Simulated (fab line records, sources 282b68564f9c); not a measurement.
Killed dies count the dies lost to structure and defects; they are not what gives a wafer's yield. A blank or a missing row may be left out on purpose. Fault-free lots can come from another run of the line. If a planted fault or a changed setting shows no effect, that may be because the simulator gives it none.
A struck lot beside a sound one | flow rit-cmos | 30 out of 202 route steps
Sound: the wafers L993.1, L993.3, L993.6. Struck: wafer L983.6. (L983.3, L983.4 of the same lot were not struck and are left out.) The cause comes at the end.
For every step that has rows: the tool of each side, followed by ch and its chambers, followed by its first start. Under that, the readings that differ: sound wafers | struck wafers | difference of the means | sigmas: that difference in standard deviations of wafers without a fault.
alike: readings with means less than 2 such deviations apart, plus words and numbers identical on both sides. not compared: withheld readings, readings lacking a value on some wafer, bounds such as >300 that could conceal the same value, and numbers that have no deviation in the record and whose values overlap.
Wherever a step has rows on one side only, a row that says differs or no value, or a row with sigmas, the two part there. Numbers that don't overlap but have no deviation are shown without sigmas and don't part them. A reading that every wafer of one side lacks parts them only if that side has two wafers or more.

first, 6 steps without rows for these wafers: RIT_SDANNEAL_RTA_03 (time 5 s); RIT_SILICIDE_WET_ETCH_00 (etches SiO2 in BOE, target depth 14 nm, time 15 s); RIT_SILICIDE_SPUTTER_01 (material Ti, target thk 30 nm, time 240 s); RIT_SILICIDE_RTA_04 (time 10 s, ramp up 5 s, ramp down 5 s); RIT_SILICIDE_WET_ETCH_05 (etches Ti in SPM, time 120 s); RIT_SILICIDE_RTA_06 (time 10 s, ramp up 5 s, ramp down 10 s).
RIT_CONTACT_CVD_00: deposits SiO2 from TEOS, target thk 400 nm, time 61 s.
  sound on pecvd-03 ch 0,1, day 19 10:59; struck on pecvd-03 ch 2, day 6 01:44
  reading                                  | sound             | struck | difference | sigmas
  model.SiO2_of_CONTACT_CVD_00.thk-nm (nm) | 383.4 394.4 405.8 | 245.5  | -149.0     |
  alike: heater-power-w
RIT_CONTACT_THK_MEAS_01:
  sound on film-metro-01, day 19 11:04; struck on film-metro-02, day 6 01:49
  reading               | sound       | struck | difference | sigmas
  CONTACT_TEOS_THK (nm) | 383 395 406 | 245    | -150       | -27
then, 7 steps without rows for these wafers: RIT_CONTACT_HMDS_02 (prime time 60 s); RIT_CONTACT_COAT_03 (resist thk 1000 nm); RIT_CONTACT_SOFTBAKE_04 (time 60 s); RIT_CONTACT_EXPOSE_05 (exposes mask M11, target cd 1000 nm); RIT_CONTACT_PEB_06; RIT_CONTACT_DEVELOP_07 (develop time 120 s); RIT_CONTACT_HARDBAKE_10 (time 60 s).
RIT_CONTACT_ETCH_11: etches SiO2 in CHF3/CF4/Ar, stops on TiSi2, target depth 480 nm, time 320 s.
  sound on rie-diel-02 ch 0,1,2, day 19 12:51; struck on rie-diel-02 ch 1, day 6 03:08
  reading                             | sound             | struck | difference | sigmas
  model.etch.depth-nm (nm)            | 383.4 394.4 405.8 | 245.5  | -149.0     |
  model.CONTACT.feature-depth-nm (nm) | 383.4 394.4 405.8 | 245.5  | -149.0     |
  alike: drypump-motor-current-A, oes-product-au, throttle-valve-pct
  not compared: rf-hours-counter-h
then, 11 steps without rows for these wafers: RIT_CONTACT_STRIP_12 (strips in O2, time 180 s); RIT_CONTACT_CLEAN_13 (cleans in SC1, time 600 s); RIT_CONTACT_CLEAN_14 (cleans in SC2, time 600 s); RIT_M1_SPUTTER_00 (material Al, target thk 400 nm, time 500 s); RIT_M1_HMDS_03 (prime time 60 s); RIT_M1_COAT_04 (resist thk 1300 nm); RIT_M1_SOFTBAKE_05 (time 60 s); RIT_M1_EXPOSE_06 (exposes mask M12, target cd 2600 nm); RIT_M1_PEB_07; RIT_M1_DEVELOP_08 (develop time 68 s); RIT_M1_HARDBAKE_11 (time 120 s).
RIT_M1_METAL_ETCH_12: etches Al in Cl2/BCl3, stops on SiO2, time 165 s, target depth 600 nm.
  sound on rie-metal-04 ch 1, day 19 15:34; struck on rie-metal-01 ch 1, day 6 05:55
  reading                                  | sound             | struck | difference | sigmas
  model.SiO2_of_CONTACT_CVD_00.thk-nm (nm) | 347.6 358.8 370.3 | 211.8  | -147.1     |
  alike: drypump-motor-current-A, oes-product-au, throttle-valve-pct
  not compared: rf-hours-counter-h
then, 1 step without rows for these wafers: RIT_M1_STRIP_13 (strips in nmp, time 600 s).
RIT_M1_PROBE_99:
  sound on prober-01, day 19 18:00; struck on prober-01, day 6 08:22
  reading                                                 | sound                | struck | difference | sigmas
  killed-at-contacts                                      | 0 0 0                | 1      | +1         | +4
  model.etest.field-p-metal.vt-v (V)                      | -28.97 -29.7 -29.76  | -20.46 | +9.02      |
  model.etest.nmos_0p15.junction-log10-a-um               | -13.4 -13.49 -13.6   | -12.13 | +1.37      |
  model.etest.nmos-narrow.off-log10-a-um                  | -13.34 -13.26 -13.31 | -12.09 | +1.21      |
  model.etest.nmos_0p3.off-log10-a-um                     | -13.07 -13.12 -13.17 | -12.08 | +1.04      |
  model.etest.gate-end-array.leak-log10-a-um              | -13 -12.97 -13.01    | -11.9  | +1.1       |
  model.etest.contact-diode-array.leak-log10-a (angstrom) | -9.574 -9.516 -9.553 | -8.678 | +0.870     |
  model.etest.pmos_0p15.junction-log10-a-um               | -13.82 -13.94 -13.87 | -13.02 | +0.86      |
  model.etest.antenna-contact.gate-log10-a-cm2            | -6.058 -6.16 -6.426  | -5.776 | +0.439     |
  alike: killed-at-front-end, killed-dies, killed-open, killed-short

== WHERE THEY PART ==
First at RIT_CONTACT_THK_MEAS_01; last, within this record, at RIT_M1_PROBE_99.

WHY: what had been put in by the simulator
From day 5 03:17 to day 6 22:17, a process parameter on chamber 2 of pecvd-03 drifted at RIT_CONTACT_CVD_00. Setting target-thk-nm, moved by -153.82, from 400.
